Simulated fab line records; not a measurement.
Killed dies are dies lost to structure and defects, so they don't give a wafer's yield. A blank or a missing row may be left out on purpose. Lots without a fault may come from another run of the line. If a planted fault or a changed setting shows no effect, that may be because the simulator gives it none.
A struck lot beside a sound one :: flow rit_cmos :: 17 out of 202 route steps
Sound: the wafers L840.1, L840.3, L840.5. The struck wafers were L848.2, L848.3, L848.5. The cause is named last.
Per side, at each step with rows, come the tool, then ch with its chambers, and then its first start. Under that, the readings that differ: sound wafers :: struck wafers :: difference of the means :: sigmas: that difference in standard deviations of wafers without a fault.
alike: same words and numbers on both sides, and readings whose means sit less than 2 such deviations apart. not compared: any withheld reading, any reading some wafer has no value for, any bound like >300 that may hide the same value, and any number with overlapping values for which the record gives no deviation.
A row with sigmas, a row that says differs or no value, or rows on one side alone: a step with any of these is where the two part. When numbers do not overlap yet have no deviation, they are printed without sigmas and do not part them. A reading that every wafer of one side lacks parts them only if that side has two wafers or more.

first, 1 step without rows for these wafers: RIT_PRETRO_DEVELOP_05 (develop time 68 s).
RIT_PRETRO_OVL_MEAS_06:
  sound on overlay-01 at day 3 02:02; struck on overlay-02 at day 4 14:51
  alike: PRETRO_OVL
then, 2 steps without rows for these wafers: RIT_PRETRO_HARDBAKE_07 (time 120 s); RIT_PRETRO_IMPLANT_08.
RIT_PRETRO_STRIP_09: strips in O2, time 180 s.
  sound on plasma_asher-02 ch 0,1, day 3 02:28; struck on plasma_asher-03 ch 0,1, day 4 15:17
  alike: drypump_motor_current_A, o2_flow_sccm
  not compared: rf_hours_counter_h
RIT_PRETRO_TW_MEAS_10:
  sound on film_metro-02 at day 3 02:39; struck on film_metro-02 at day 4 15:28
  alike: PRETRO_TW
then, 5 steps without rows for these wafers: RIT_GATE_WET_ETCH_00 (etches SiO2 in BOE, target depth 56 nm, time 60 s); RIT_GATE_CLEAN_01 (cleans in SC1, time 600 s); RIT_GATE_CLEAN_02 (cleans in dHF, time 30 s); RIT_GATE_CLEAN_03 (cleans in SC2, time 600 s); RIT_GATE_CLEAN_04 (cleans in dHF, time 58.06 s).
RIT_FOX2_THK_MEAS_91:
  sound on film_metro-04 at day 3 03:11; struck on film_metro-01 at day 4 15:57
reading: FIELD_OXIDE_LEFT_2_THK (nm)
sound: 275 269 269
struck: 255 251 248
difference: -20
sigmas: -3
RIT_GATE_OXIDATION_05: target thk 3 nm, ox time 270 s.
  sound on furnace-04 ch 0, day 3 03:14; struck on furnace-03 ch 0, day 4 16:38
reading: spike_tc_centre_C (C)
sound: 901.6 901.8 903.5
struck: 941.2 942.3 942.9
difference: +39.8
sigmas: +22

reading: spike_tc_load_C (C)
sound: 923.4 922.7 923.4
struck: 963.8 965.3 963.4
difference: +41.0
sigmas: +20

reading: spike_tc_source_C (C)
sound: 929.6 929.1 928.3
struck: 967.5 968.5 967.1
difference: +38.7
sigmas: +14

reading: tube_center_temp_C (C)
sound: 900.04 900.09 899.93
struck: 937.6 937.68 937.68
difference: +37.6
sigmas: +99 or more

reading: tube_center_temp_C_max
sound: 902.2 901.8 902.6
struck: 939.7 939.7 940.6
difference: +37.8
sigmas: +99 or more

reading: zone_power_load_pct (%)
sound: 23.6 23.5 23.6
struck: 29.7 29.2 29.7
difference: +6.0
sigmas: +5

reading: model.SiO2_of_GATE_OXIDATION_05.thk_nm (nm)
sound: 3.069 3.059 3.1
struck: 4.694 4.673 4.675
difference: +1.605
sigmas: 
then, 1 step without rows for these wafers: RIT_GATE_ANNEAL_06 (time 600 s).
RIT_GATE_THK_MEAS_07:
  sound on film_metro-04 at day 3 04:34; struck on film_metro-01 at day 4 17:58
reading: GATE_OXIDE_THK (nm)
sound: 3.07 3.06 3.12
struck: 4.72 4.72 4.67
difference: +1.62
sigmas: +23
then, 1 step without rows for these wafers: RIT_GATE_CVD_08 (deposits poly-Si from SiH4, target thk 250 nm, time 2220 s).
RIT_M1_PROBE_99:
  sound on prober-01 at day 4 04:21; struck on prober-02 at day 5 19:34
reading: killed_at_M0_to_M3
sound: 1 0 0
struck: 0 0 0
difference: +0
sigmas: -4

reading: model.etest.pmos_0p3.r_on_ohm_um
sound: 6350 6370 6383
struck: 1.012e+04 1.006e+04 1.002e+04
difference: +3.699e+03
sigmas: 

reading: model.etest.pmos_turned.r_on_ohm_um
sound: 3288 3340 3358
struck: 4962 4995 4997
difference: +1656
sigmas: 

reading: model.etest.pmos_0p15.r_on_ohm_um
sound: 2678 2734 2753
struck: 4025 3966 3999
difference: +1275
sigmas: 

reading: model.etest.nmos_0p3.r_on_ohm_um
sound: 2186 2207 2214
struck: 3228 3194 3212
difference: +1009
sigmas: 

reading: model.etest.nmos_0p15.r_on_ohm_um
sound: 1121 1140 1152
struck: 1430 1413 1427
difference: +286
sigmas: 

reading: model.etest.nmos_0p15.drive_ua_um
sound: 461.6 459.7 457
struck: 291.8 296 292.6
difference: -166.0
sigmas: 

reading: model.etest.nmos_0p3.drive_ua_um
sound: 215.3 216.4 212.9
struck: 108.5 110.5 110.3
difference: -105.1
sigmas: 

reading: model.etest.nmos_narrow.drive_ua_um
sound: 199.4 206 203.2
struck: 102.5 103.8 104.6
difference: -99.2
sigmas: 
  alike: killed_at_contacts, killed_at_front_end, killed_dies, killed_open, killed_short

## WHERE THEY PART
Last at RIT_M1_PROBE_99 as far as this record goes, first at RIT_FOX2_THK_MEAS_91.

WHY: what the simulator had put in
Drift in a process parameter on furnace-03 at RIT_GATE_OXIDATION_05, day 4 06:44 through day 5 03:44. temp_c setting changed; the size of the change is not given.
